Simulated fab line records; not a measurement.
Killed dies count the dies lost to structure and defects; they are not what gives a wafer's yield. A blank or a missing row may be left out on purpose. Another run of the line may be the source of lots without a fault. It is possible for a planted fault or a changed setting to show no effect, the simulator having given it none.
Which tool did it? | flow rit_cmos | 18 wafers from 6 lots sampled at 2 of the route's 202 steps

WHAT THE GAUGES SHOWED, per wafer
RIT_SPACER_THK_MEAS_04.
lot  | measured    | on            | SPACER_NITRIDE_THK (nm)
L206 | day 3 02:34 | film_metro-02 | 251.1 250.4 252.6
L209 | day 3 18:58 | film_metro-01 | 272.8 271.2 274.4
L212 | day 4 11:31 | film_metro-04 | 250.1 250.9 251.7
L224 | day 7 01:47 | film_metro-01 | 250.0 251.8 252.7
L226 | day 7 09:27 | film_metro-02 | 250.1 248.7 250.9
L228 | day 7 17:38 | film_metro-01 | 253.0 250.0 252.4

WHAT TOOL EACH LOT RAN ON (gives the tool, then ch and the chambers of the sampled wafers, and finally the start)
lot  | RIT_SPACER_CVD_03
L206 | lpcvd-01 ch 0, day 3 00:38
L209 | lpcvd-01 ch 1, day 3 17:02
L212 | lpcvd-02 ch 0, day 4 08:38
L224 | lpcvd-02 ch 0, day 6 21:27
L226 | lpcvd-02 ch 1, day 7 06:34
L228 | lpcvd-02 ch 0, day 7 14:44
- RIT_SPACER_CVD_03: deposits Si3N4 from SiH2Cl2/NH3, target thk 250 nm, time 3300 s.

THE ANSWER, worked out from the rows above alone
Rule: what is usual is taken from the lots themselves. The widest of any qualifying gaps counts: lots, ordered by their means at a reading, are off when they make up no more than a third of the lots, leave a main group of 4 or more, and stand apart from it by 3 or more times the standard deviation of that group's means. A main group whose means are all the same, to the digits that the tables above print for the reading, isn't used. A lot without any number at a reading at which 4 lots or more have one is off too. Any other lot the step has rows for is counted as sound.
Off: L209, at RIT_SPACER_THK_MEAS_04 (SPACER_NITRIDE_THK). The main group has a mean of 251.1 nm with a standard deviation of 0.66.
A tool fits if, at a process step before that reading, it ran every lot that is off, and no sound lot after the first of them. Those tools and the gauges at RIT_SPACER_THK_MEAS_04 are tried in the same way. One fits: lpcvd-01 at RIT_SPACER_CVD_03. A fault onset in the window from L206 (day 3 00:38, its last sound lot) to L209 (day 3 17:02, its first lot off) fits.

WHAT THE SIMULATOR HAD PUT IN
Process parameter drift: lpcvd-01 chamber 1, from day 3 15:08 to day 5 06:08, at RIT_SPACER_CVD_03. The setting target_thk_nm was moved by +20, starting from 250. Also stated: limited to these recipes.
Shown lots that were struck: L209. The rule above found the same.
